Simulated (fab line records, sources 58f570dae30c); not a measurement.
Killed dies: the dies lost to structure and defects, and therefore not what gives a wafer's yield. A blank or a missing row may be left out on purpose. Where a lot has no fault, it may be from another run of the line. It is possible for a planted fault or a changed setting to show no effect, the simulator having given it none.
Code-filled problem report in 8D (eight disciplines) form -- flow berkeleyCmos170 -- the parts of the form that need people (team, actions taken, sign-off) are left out

## 1. PROBLEM STATEMENT
PLDD_RS at UCB170_SDANNEAL_RS_MEAS_04 reads a mean of 1063 ohm/sq on 6 wafers of 2 lots; wafers without a fault read 1030 ohm/sq with a standard deviation of 3.5. That is +9.3 standard deviations from the usual mean.
The step: measures by four-point-probe.
Seen first at day 10 09:48 on filmMetro-02, wafer L725.1. The record has a number at this step for 42 wafers belonging to 14 lots. Rule for "out", or "out of limits": more than 4 standard deviations from the usual mean. Any other wafer with a number is counted as sound.

## 2. WHAT IT IS AND WHAT IT IS NOT
question,is,is not
which readings at this step,PLDD_RS,-
which lots,"L725, L726","L715, L716, L717, L719, L728, L730, L731, L732, L734, L735, L736, L737"
which wafers of those lots,all that have a number,-
read on which gauges,"filmMetro-02, filmMetro-04",filmMetro-01
when,from day 10 09:48,"up to then (12 sound wafers); but 24 sound wafers of L728, L730, L731, L732, L734, L735, L736, L737 came after"

## 3. THE SUSPECTS, EACH WITH WHAT RULES IT OUT
Counting: a tool stays on the suspect list if, at a process step up to the reading, it processed all lots that are out and no sound lot following the first of them.
- the gauge at UCB170_SDANNEAL_RS_MEAS_04: ruled out. Those wafers that are out were read across 2 gauges (filmMetro-02, filmMetro-04).
- furnace-04 at UCB170_SPACER_ANNEAL_02 (time 1800 s): ruled out as a lasting fault. The sound lots L736, L737 went through it after L725, its earliest lot that is out (day 10 02:11).
Left after counting: nothing in the record.

## 4. THE CAUSE (what the simulator had put in)
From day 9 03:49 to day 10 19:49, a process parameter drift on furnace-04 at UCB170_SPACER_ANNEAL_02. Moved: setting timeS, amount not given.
It was ruled out by counting, in error; the rule expects a fault to strike all lots run on its tool from its start on, and this fault did not.

## 5. THE EFFECT CHAIN, in route order
Rows list readings where the struck wafers' mean (over those with a number) sits beyond 3 standard deviations from the usual. Only readings whose record carries a usual standard deviation are examined. hours: median over the lots of the time between each lot's start at the first step of this table that gives one and its start at this step. sigmas: the change, counted in usual standard deviations.
hours,step,reading,usual,on struck wafers,change,sigmas
0,UCB170_SDANNEAL_RS_MEAS_04,PLDD_RS,1030 ohm/sq,1063,+33,+9.3
0,UCB170_SDANNEAL_RS_MEAS_05,NLDD_RS,616.2 ohm/sq,620.5,+4.3,+3.3
Later steps that measure or inspect, where all struck wafers having a row at the step show a number for every such reading and not one has moved that far: UCB170_V1_THK_MEAS_01, UCB170_V1_OVL_MEAS_13.

## 6. WHAT WOULD HAVE CAUGHT IT SOONER
In this record the first reading out of limits at a measuring or inspecting step was taken at day 10 09:48, 30 hours after the fault began at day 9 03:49.
